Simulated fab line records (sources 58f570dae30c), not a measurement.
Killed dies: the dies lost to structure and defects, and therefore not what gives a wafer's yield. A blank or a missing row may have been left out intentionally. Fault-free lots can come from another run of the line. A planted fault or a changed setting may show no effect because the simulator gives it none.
Which tool was responsible? / flow berkeley-cmos170 / 13 lots, 39 wafers sampled, at 4 steps of a route of 331

WHAT THE GAUGES READ, wafer by wafer
UCB170_ACTIVE_CD_MEAS_90: target cd 1200 nm. Usual: cd-nm at 1200.0 nm, with a standard deviation of 1.7.
lot=L554; measured=day 5 09:46; on=cd-sem-01; cd-nm (nm)=1203.7 1203.0 1204.9; flag=
lot=L553; measured=day 5 10:03; on=cd-sem-02; cd-nm (nm)=1202.6 1200.7 1202.1; flag=
lot=L555; measured=day 5 17:13; on=cd-sem-01; cd-nm (nm)=1196.8 1196.5 1195.9; flag=
lot=L556; measured=day 5 20:46; on=cd-sem-02; cd-nm (nm)=1202.0 1201.0 1200.2; flag=
lot=L560; measured=day 6 07:19; on=cd-sem-01; cd-nm (nm)=1201.2 1200.3 1199.6; flag=
lot=L559; measured=day 6 07:14; on=cd-sem-02; cd-nm (nm)=1201.4 1201.2 1201.6; flag=
lot=L562; measured=day 6 18:40; on=cd-sem-02; cd-nm (nm)=1199.2 1199.0 1198.8; flag=
lot=L563; measured=day 7 02:25; on=cd-sem-02; cd-nm (nm)=1200.5 1201.5 1199.9; flag=
lot=L569; measured=day 8 16:14; on=cd-sem-02; cd-nm (nm)=1201.3 1200.1 1200.9; flag=
lot=L571; measured=day 8 16:22; on=cd-sem-02; cd-nm (nm)=1200.4 1200.4 1200.8; flag=
lot=L573; measured=day 9 05:23; on=cd-sem-02; cd-nm (nm)=1198.6 1201.3 1200.6; flag=
lot=L574; measured=day 9 05:38; on=cd-sem-01; cd-nm (nm)=1198.0 1195.9 1196.8; flag=
lot=L576; measured=day 9 15:20; on=cd-sem-01; cd-nm (nm)=1197.9 1196.9 1199.2; flag=

WHICH TOOL RAN EACH LOT (tool, then ch and the chambers of the sampled wafers, then the start)
lot=L554; UCB170_ZERO_ETCH_06=rie-diel-02 ch 0,3, day 1 23:46; UCB170_NWELL_STRIP_15=plasma-asher-03 ch 0,1, day 2 19:25; UCB170_PWELL_STRIP_16=plasma-asher-02 ch 0,1, day 3 17:55
lot=L553; UCB170_ZERO_ETCH_06=rie-diel-01 ch 0,1, day 1 23:52; UCB170_NWELL_STRIP_15=plasma-asher-04 ch 0,1, day 2 19:27; UCB170_PWELL_STRIP_16=plasma-asher-02 ch 0,1, day 3 18:14
lot=L555; UCB170_ZERO_ETCH_06=rie-diel-01 ch 0,1,2, day 2 08:41; UCB170_NWELL_STRIP_15=plasma-asher-01 ch 0,1, day 3 04:13; UCB170_PWELL_STRIP_16=plasma-asher-04 ch 0,1, day 3 23:10
lot=L556; UCB170_ZERO_ETCH_06=rie-diel-01 ch 0,1,2, day 2 15:17; UCB170_NWELL_STRIP_15=plasma-asher-01 ch 0,1, day 3 10:01; UCB170_PWELL_STRIP_16=plasma-asher-01 ch 0,1, day 4 04:43
lot=L560; UCB170_ZERO_ETCH_06=rie-diel-03 ch 0,1, day 3 06:33; UCB170_NWELL_STRIP_15=plasma-asher-04 ch 0, day 3 22:37; UCB170_PWELL_STRIP_16=plasma-asher-04 ch 0,1, day 4 23:02
lot=L559; UCB170_ZERO_ETCH_06=rie-diel-02 ch 0,1,3, day 3 06:55; UCB170_NWELL_STRIP_15=plasma-asher-01 ch 0,1, day 3 22:08; UCB170_PWELL_STRIP_16=plasma-asher-02 ch 0,1, day 4 22:47
lot=L562; UCB170_ZERO_ETCH_06=rie-diel-03 ch 1,2,3, day 3 19:10; UCB170_NWELL_STRIP_15=plasma-asher-03 ch 0,1, day 4 10:34; UCB170_PWELL_STRIP_16=plasma-asher-01 ch 0,1, day 5 11:17
lot=L563; UCB170_ZERO_ETCH_06=rie-diel-01 ch 0,1,2, day 4 00:10; UCB170_NWELL_STRIP_15=plasma-asher-03 ch 0,1, day 4 21:18; UCB170_PWELL_STRIP_16=plasma-asher-01 ch 0,1, day 5 17:38
lot=L569; UCB170_ZERO_ETCH_06=rie-diel-01 ch 0,1,2, day 5 12:54; UCB170_NWELL_STRIP_15=plasma-asher-03 ch 0,1, day 6 06:22; UCB170_PWELL_STRIP_16=plasma-asher-02 ch 0,1, day 7 03:58
lot=L571; UCB170_ZERO_ETCH_06=rie-diel-03 ch 0,2,3, day 5 16:10; UCB170_NWELL_STRIP_15=plasma-asher-03 ch 0,1, day 6 06:55; UCB170_PWELL_STRIP_16=plasma-asher-01 ch 1, day 7 03:35
lot=L573; UCB170_ZERO_ETCH_06=rie-diel-02 ch 1,2,3, day 5 22:07; UCB170_NWELL_STRIP_15=plasma-asher-03 ch 0,1, day 6 15:13; UCB170_PWELL_STRIP_16=plasma-asher-04 ch 0,1, day 7 11:50
lot=L574; UCB170_ZERO_ETCH_06=rie-diel-02 ch 1,2, day 6 08:44; UCB170_NWELL_STRIP_15=plasma-asher-01 ch 0,1, day 6 23:43; UCB170_PWELL_STRIP_16=plasma-asher-01 ch 1, day 7 22:38
lot=L576; UCB170_ZERO_ETCH_06=rie-diel-02 ch 0,1, day 6 15:13; UCB170_NWELL_STRIP_15=plasma-asher-03 ch 0,1, day 7 09:52; UCB170_PWELL_STRIP_16=plasma-asher-02 ch 0,1, day 8 08:37
- UCB170_ZERO_ETCH_06: etches SiO2 in CHF3/CF4/Ar, time 12 s.
- UCB170_NWELL_STRIP_15: strips in O2.
- UCB170_PWELL_STRIP_16: strips in O2.

AS READ BY THE TOOLS THEMSELVES (means over the sampled wafers that have a number; for cases with no such wafer, the mark the record gives instead)
UCB170_ZERO_ETCH_06. Usual: drypump-motor-current-A 5.6 A, standard deviation 0.54; oes-product-au 0.614 a.u., standard deviation 0.013; rf-fwd-power-W 491 W, standard deviation 3.2; throttle-valve-pct 9.23 %, standard deviation 0.15.
lot=L554; tool=rie-diel-02; drypump-motor-current-A (A)=5.7; oes-product-au (a.u.)=0.603; rf-fwd-power-W (W)=490; throttle-valve-pct (%)=9.30; flag=
lot=L553; tool=rie-diel-01; drypump-motor-current-A (A)=5.6; oes-product-au (a.u.)=0.606; rf-fwd-power-W (W)=491; throttle-valve-pct (%)=9.30; flag=
lot=L555; tool=rie-diel-01; drypump-motor-current-A (A)=5.5; oes-product-au (a.u.)=0.613; rf-fwd-power-W (W)=493; throttle-valve-pct (%)=9.20; flag=
lot=L556; tool=rie-diel-01; drypump-motor-current-A (A)=5.5; oes-product-au (a.u.)=0.610; rf-fwd-power-W (W)=490; throttle-valve-pct (%)=9.20; flag=
lot=L560; tool=rie-diel-03; drypump-motor-current-A (A)=5.4; oes-product-au (a.u.)=0.626; rf-fwd-power-W (W)=489; throttle-valve-pct (%)=9.27; flag=
lot=L559; tool=rie-diel-02; drypump-motor-current-A (A)=6.1; oes-product-au (a.u.)=0.610; rf-fwd-power-W (W)=491; throttle-valve-pct (%)=9.26; flag=
lot=L562; tool=rie-diel-03; drypump-motor-current-A (A)=5.8; oes-product-au (a.u.)=0.607; rf-fwd-power-W (W)=489; throttle-valve-pct (%)=9.23; flag=
lot=L563; tool=rie-diel-01; drypump-motor-current-A (A)=5.5; oes-product-au (a.u.)=0.614; rf-fwd-power-W (W)=492; throttle-valve-pct (%)=9.20; flag=
lot=L569; tool=rie-diel-01; drypump-motor-current-A (A)=5.5; oes-product-au (a.u.)=0.611; rf-fwd-power-W (W)=467; throttle-valve-pct (%)=9.20; flag=OFF
lot=L571; tool=rie-diel-03; drypump-motor-current-A (A)=6.0; oes-product-au (a.u.)=0.602; rf-fwd-power-W (W)=488; throttle-valve-pct (%)=9.24; flag=
lot=L573; tool=rie-diel-02; drypump-motor-current-A (A)=6.2; oes-product-au (a.u.)=0.619; rf-fwd-power-W (W)=492; throttle-valve-pct (%)=9.24; flag=
lot=L574; tool=rie-diel-02; drypump-motor-current-A (A)=6.0; oes-product-au (a.u.)=0.630; rf-fwd-power-W (W)=490; throttle-valve-pct (%)=9.14; flag=
lot=L576; tool=rie-diel-02; drypump-motor-current-A (A)=6.3; oes-product-au (a.u.)=0.627; rf-fwd-power-W (W)=489; throttle-valve-pct (%)=9.12; flag=

UCB170_NWELL_STRIP_15. Usual: drypump-motor-current-A 5.95 A, standard deviation 0.28; oes-product-au 0.721 a.u., standard deviation 0.0047; strip-time-to-endpoint-s 18.02 s, standard deviation 0.077.
lot=L554; tool=plasma-asher-03; drypump-motor-current-A (A)=5.76; oes-product-au (a.u.)=0.721; strip-time-to-endpoint-s (s)=18.02; flag=
lot=L553; tool=plasma-asher-04; drypump-motor-current-A (A)=6.07; oes-product-au (a.u.)=0.722; strip-time-to-endpoint-s (s)=18.10; flag=
lot=L555; tool=plasma-asher-01; drypump-motor-current-A (A)=6.15; oes-product-au (a.u.)=0.718; strip-time-to-endpoint-s (s)=17.95; flag=
lot=L556; tool=plasma-asher-01; drypump-motor-current-A (A)=5.92; oes-product-au (a.u.)=0.723; strip-time-to-endpoint-s (s)=18.15; flag=
lot=L560; tool=plasma-asher-04; drypump-motor-current-A (A)=6.17; oes-product-au (a.u.)=0.724; strip-time-to-endpoint-s (s)=18.03; flag=
lot=L559; tool=plasma-asher-01; drypump-motor-current-A (A)=6.15; oes-product-au (a.u.)=0.722; strip-time-to-endpoint-s (s)=18.12; flag=
lot=L562; tool=plasma-asher-03; drypump-motor-current-A (A)=5.95; oes-product-au (a.u.)=0.723; strip-time-to-endpoint-s (s)=17.91; flag=
lot=L563; tool=plasma-asher-03; drypump-motor-current-A (A)=5.96; oes-product-au (a.u.)=0.721; strip-time-to-endpoint-s (s)=18.08; flag=
lot=L569; tool=plasma-asher-03; drypump-motor-current-A (A)=5.94; oes-product-au (a.u.)=0.720; strip-time-to-endpoint-s (s)=18.06; flag=
lot=L571; tool=plasma-asher-03; drypump-motor-current-A (A)=5.97; oes-product-au (a.u.)=0.718; strip-time-to-endpoint-s (s)=17.89; flag=
lot=L573; tool=plasma-asher-03; drypump-motor-current-A (A)=5.97; oes-product-au (a.u.)=0.720; strip-time-to-endpoint-s (s)=17.97; flag=
lot=L574; tool=plasma-asher-01; drypump-motor-current-A (A)=6.12; oes-product-au (a.u.)=0.721; strip-time-to-endpoint-s (s)=17.93; flag=
lot=L576; tool=plasma-asher-03; drypump-motor-current-A (A)=5.98; oes-product-au (a.u.)=0.724; strip-time-to-endpoint-s (s)=18.05; flag=

UCB170_PWELL_STRIP_16. Usual: drypump-motor-current-A 5.90 A, standard deviation 0.24; oes-product-au 0.721 a.u., standard deviation 0.0046; strip-time-to-endpoint-s 18.06 s, standard deviation 0.092.
lot=L554; tool=plasma-asher-02; drypump-motor-current-A (A)=5.74; oes-product-au (a.u.)=0.722; strip-time-to-endpoint-s (s)=18.11; flag=
lot=L553; tool=plasma-asher-02; drypump-motor-current-A (A)=5.72; oes-product-au (a.u.)=0.716; strip-time-to-endpoint-s (s)=18.23; flag=
lot=L555; tool=plasma-asher-04; drypump-motor-current-A (A)=6.13; oes-product-au (a.u.)=0.717; strip-time-to-endpoint-s (s)=18.14; flag=
lot=L556; tool=plasma-asher-01; drypump-motor-current-A (A)=6.12; oes-product-au (a.u.)=0.728; strip-time-to-endpoint-s (s)=18.08; flag=
lot=L560; tool=plasma-asher-04; drypump-motor-current-A (A)=6.14; oes-product-au (a.u.)=0.722; strip-time-to-endpoint-s (s)=17.88; flag=
lot=L559; tool=plasma-asher-02; drypump-motor-current-A (A)=5.73; oes-product-au (a.u.)=0.726; strip-time-to-endpoint-s (s)=17.96; flag=
lot=L562; tool=plasma-asher-01; drypump-motor-current-A (A)=6.12; oes-product-au (a.u.)=0.724; strip-time-to-endpoint-s (s)=18.08; flag=
lot=L563; tool=plasma-asher-01; drypump-motor-current-A (A)=5.95; oes-product-au (a.u.)=0.721; strip-time-to-endpoint-s (s)=18.11; flag=
lot=L569; tool=plasma-asher-02; drypump-motor-current-A (A)=5.73; oes-product-au (a.u.)=0.722; strip-time-to-endpoint-s (s)=18.00; flag=
lot=L571; tool=plasma-asher-01; drypump-motor-current-A (A)=5.74; oes-product-au (a.u.)=0.720; strip-time-to-endpoint-s (s)=18.12; flag=
lot=L573; tool=plasma-asher-04; drypump-motor-current-A (A)=6.13; oes-product-au (a.u.)=0.720; strip-time-to-endpoint-s (s)=18.00; flag=
lot=L574; tool=plasma-asher-01; drypump-motor-current-A (A)=5.77; oes-product-au (a.u.)=0.716; strip-time-to-endpoint-s (s)=18.05; flag=
lot=L576; tool=plasma-asher-02; drypump-motor-current-A (A)=5.74; oes-product-au (a.u.)=0.720; strip-time-to-endpoint-s (s)=18.02; flag=

THE ANSWER, worked out from the rows above alone
Rule: lot off if the mean of its wafers having a number is beyond 3 standard deviations from the usual mean. Also off: a lot with no number at a reading for which 4 or more lots have one. Any other lot the step has rows for is counted as sound. The gauges are gone through in route order, then the tools' own readings, and for those a lot's mean is taken as printed above. At the first step where some lot is off, the reading lying furthest off is the one used; lots without a number count as furthest.
Off at UCB170_ZERO_ETCH_06 (rf-fwd-power-W): L569.
A tool fits if, at that step or a process step before it, it ran every lot that is off, and no sound lot after the first of them. One candidate fits, namely rie-diel-01 at UCB170_ZERO_ETCH_06. A fault onset in the window from L563 (day 4 00:10, its last sound lot) to L569 (day 5 12:54, its first lot off) fits.
The tool's own readings at UCB170_ZERO_ETCH_06 bear it out: on the lots that are off they differ by more than 5 times the standard deviation of the sound lots' means. rf-fwd-power-W reads 467 W there against 490 W on the sound lots.

WHAT THE SIMULATOR HAD INSERTED
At UCB170_ZERO_ETCH_06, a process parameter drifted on rie-diel-01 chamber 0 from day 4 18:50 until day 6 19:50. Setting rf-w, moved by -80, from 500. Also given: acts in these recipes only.
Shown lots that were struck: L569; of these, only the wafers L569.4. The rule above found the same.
